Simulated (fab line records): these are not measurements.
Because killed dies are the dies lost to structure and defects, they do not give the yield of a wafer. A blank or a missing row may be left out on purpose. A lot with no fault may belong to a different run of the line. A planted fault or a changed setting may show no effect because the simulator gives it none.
Which of the tools did it? + flow rit_cmos + Sampling: 15 lots, 45 wafers, 3 of 202 route steps

## WHAT THE GAUGES READ, wafer by wafer
RIT_NWELL_TW_MEAS_10. Usual: NWELL_TW gives 2131 (standard deviation 13).
| lot  | measured    | on            | NWELL_TW       | flag |
|------|-------------|---------------|----------------|------|
| L404 | day 1 23:03 | film_metro-03 | 2127 2115 2124 |      |
| L405 | day 2 04:05 | film_metro-01 | 2135 2135 2146 |      |
| L406 | day 2 08:28 | film_metro-01 | 2132 2145 2133 |      |
| L408 | day 2 17:38 | film_metro-01 | 2134 2142 2141 |      |
| L409 | day 2 23:55 | film_metro-03 | 2122 2108 2109 |      |
| L410 | day 3 02:55 | film_metro-04 | 2140 2130 2132 |      |
| L411 | day 3 12:05 | film_metro-01 | 2142 2132 2142 |      |
| L412 | day 3 15:49 | film_metro-04 | 2140 2137 2137 |      |
| L413 | day 3 22:41 | film_metro-04 | 2132 2122 2133 |      |
| L414 | day 4 02:02 | film_metro-01 | 2149 2150 2136 |      |
| L416 | day 4 10:34 | film_metro-03 | 2110 2110 2113 |      |
| L418 | day 5 00:37 | film_metro-04 | 2187 2184 2199 | OFF  |
| L419 | day 5 02:40 | film_metro-04 | 2209 2203 2211 | OFF  |
| L420 | day 5 06:04 | film_metro-01 | 2218 2222 2202 | OFF  |
| L426 | day 6 13:03 | film_metro-04 | 2148 2126 2119 |      |

RIT_WELLDRIVE_RS_MEAS_01: measures by four-point-probe. Usual: NWELL_RS gives 275.3 ohm/sq (standard deviation 0.75).
| lot  | measured    | on            | NWELL_RS (ohm/sq) | flag |
|------|-------------|---------------|-------------------|------|
| L404 | day 2 06:33 | film_metro-01 | 275.0 274.7 274.5 |      |
| L405 | day 2 10:58 | film_metro-04 | 275.1 274.7 275.4 |      |
| L406 | day 2 15:37 | film_metro-01 | 274.3 274.2 275.2 |      |
| L408 | day 3 00:28 | film_metro-03 | 275.3 275.1 274.3 |      |
| L409 | day 3 06:49 | film_metro-03 | 275.3 274.7 275.5 |      |
| L410 | day 3 10:32 | film_metro-04 | 275.0 275.7 276.0 |      |
| L411 | day 3 18:55 | film_metro-01 | 275.1 274.8 274.6 |      |
| L412 | day 3 23:30 | film_metro-03 | 275.0 274.4 274.7 |      |
| L413 | day 4 05:47 | film_metro-04 | 276.8 276.3 276.1 |      |
| L414 | day 4 09:36 | film_metro-04 | 274.7 275.5 275.1 |      |
| L416 | day 4 18:20 | film_metro-03 | 275.4 275.5 276.4 |      |
| L418 | day 5 07:20 | film_metro-03 | 261.1 261.0 260.7 | OFF  |
| L419 | day 5 09:45 | film_metro-01 | 258.3 258.7 258.9 | OFF  |
| L420 | day 5 13:41 | film_metro-03 | 258.6 258.5 259.1 | OFF  |
| L426 | day 6 20:38 | film_metro-01 | 275.6 275.8 274.8 |      |

## WHICH TOOL RAN EACH LOT (tool, then ch and the chambers of the sampled wafers, then the start)
| lot  | RIT_NWELL_IMPLANT_08           |
|------|--------------------------------|
| L404 | implanter-04 ch 0, day 1 22:44 |
| L405 | implanter-04 ch 0, day 2 03:46 |
| L406 | implanter-01 ch 0, day 2 08:09 |
| L408 | implanter-02 ch 0, day 2 17:19 |
| L409 | implanter-01 ch 0, day 2 23:37 |
| L410 | implanter-01 ch 0, day 3 02:35 |
| L411 | implanter-02 ch 0, day 3 11:47 |
| L412 | implanter-04 ch 0, day 3 15:29 |
| L413 | implanter-04 ch 0, day 3 22:23 |
| L414 | implanter-04 ch 0, day 4 01:42 |
| L416 | implanter-04 ch 0, day 4 10:17 |
| L418 | implanter-04 ch 0, day 5 00:20 |
| L419 | implanter-04 ch 0, day 5 02:22 |
| L420 | implanter-04 ch 0, day 5 05:44 |
| L426 | implanter-01 ch 0, day 6 12:43 |
- RIT_NWELL_IMPLANT_08

## AS READ BY THE TOOLS THEMSELVES (means over the sampled wafers that have a number; for cases with no such wafer, the mark the record gives instead)
RIT_NWELL_IMPLANT_08. Usual: beam_on_s 9.99 s, standard deviation 0.2; end_station_pressure_torr 5.13e-06 Torr, standard deviation 2.9e-07; faraday_current_uA 159, standard deviation 3.2; tilt_deg 6.999 degrees, standard deviation 0.016.
| lot  | tool         | beam_on_s (s) | end_station_pressure_torr (Torr) | faraday_current_uA | tilt_deg (degrees) | flag |
|------|--------------|---------------|----------------------------------|--------------------|--------------------|------|
| L404 | implanter-04 | 10.08         | 5.02e-06                         | 157                | 6.995              |      |
| L405 | implanter-04 | 10.02         | 5.12e-06                         | 158                | 6.997              |      |
| L406 | implanter-01 | 10.12         | 5.09e-06                         | 157                | 7.011              |      |
| L408 | implanter-02 | 10.09         | 5.22e-06                         | 157                | 7.001              |      |
| L409 | implanter-01 | 9.92          | 4.94e-06                         | 160                | 7.001              |      |
| L410 | implanter-01 | 10.04         | 5.15e-06                         | 158                | 7.014              |      |
| L411 | implanter-02 | 9.83          | 5.05e-06                         | 161                | 6.972              |      |
| L412 | implanter-04 | 10.14         | 4.86e-06                         | 157                | 6.990              |      |
| L413 | implanter-04 | 9.94          | 5.21e-06                         | 160                | 6.996              |      |
| L414 | implanter-04 | 9.85          | 5.38e-06                         | 161                | 7.002              |      |
| L416 | implanter-04 | 10.15         | 5.24e-06                         | 156                | 7.004              |      |
| L418 | implanter-04 | 10.97         | 5.13e-05                         | 146                | 6.994              | OFF  |
| L419 | implanter-04 | 11.08         | 5.05e-05                         | 145                | 6.991              | OFF  |
| L420 | implanter-04 | 11.20         | 4.73e-05                         | 143                | 6.983              | OFF  |
| L426 | implanter-01 | 9.90          | 4.98e-06                         | 160                | 6.995              |      |

## THE ANSWER, worked out from the rows above alone
Rule: take the mean of a lot's wafers that have a number; if it is more than 3 standard deviations from the usual mean, the lot is off. Also off: a lot with no number at a reading for which 4 or more lots have one. Any other lot the step has rows for is counted as sound. First the gauges in route order, then the tools' own readings, where a lot's mean is used as printed above. At the first step where some lot is off, the reading lying furthest off is the one used; lots without a number count as furthest.
Off: L418, L419, L420, at RIT_NWELL_TW_MEAS_10 (NWELL_TW).
A tool fits if, at a process step before that reading, it ran every lot that is off, and no sound lot after the first of them. The gauges at RIT_NWELL_TW_MEAS_10 aren't tried: what is off there is off at RIT_NWELL_IMPLANT_08 too, on other tools, and a gauge's error can't cause that. One fits: implanter-04 at RIT_NWELL_IMPLANT_08. A fault onset in the window from L416 (day 4 10:17, its last sound lot) to L418 (day 5 00:20, its first lot off) fits.
The tool's own readings at RIT_NWELL_IMPLANT_08 bear it out: on the lots that are off they differ by more than 5 times the standard deviation of the sound lots' means. beam_on_s reads 11.08 s there against 10.01 s on the sound lots; end_station_pressure_torr reads 4.97e-05 Torr there against 5.11e-06 Torr on the sound lots; faraday_current_uA reads 145 there against 158 on the sound lots.

## WHAT WAS PUT IN BY THE SIMULATOR
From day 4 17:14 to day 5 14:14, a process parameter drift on implanter-04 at RIT_NWELL_IMPLANT_08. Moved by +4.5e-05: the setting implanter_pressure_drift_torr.
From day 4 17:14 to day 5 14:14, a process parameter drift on implanter-04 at RIT_NWELL_IMPLANT_08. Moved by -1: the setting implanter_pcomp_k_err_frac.
Struck lots among those shown: L418, L419, L420. The same result came from the rule above.
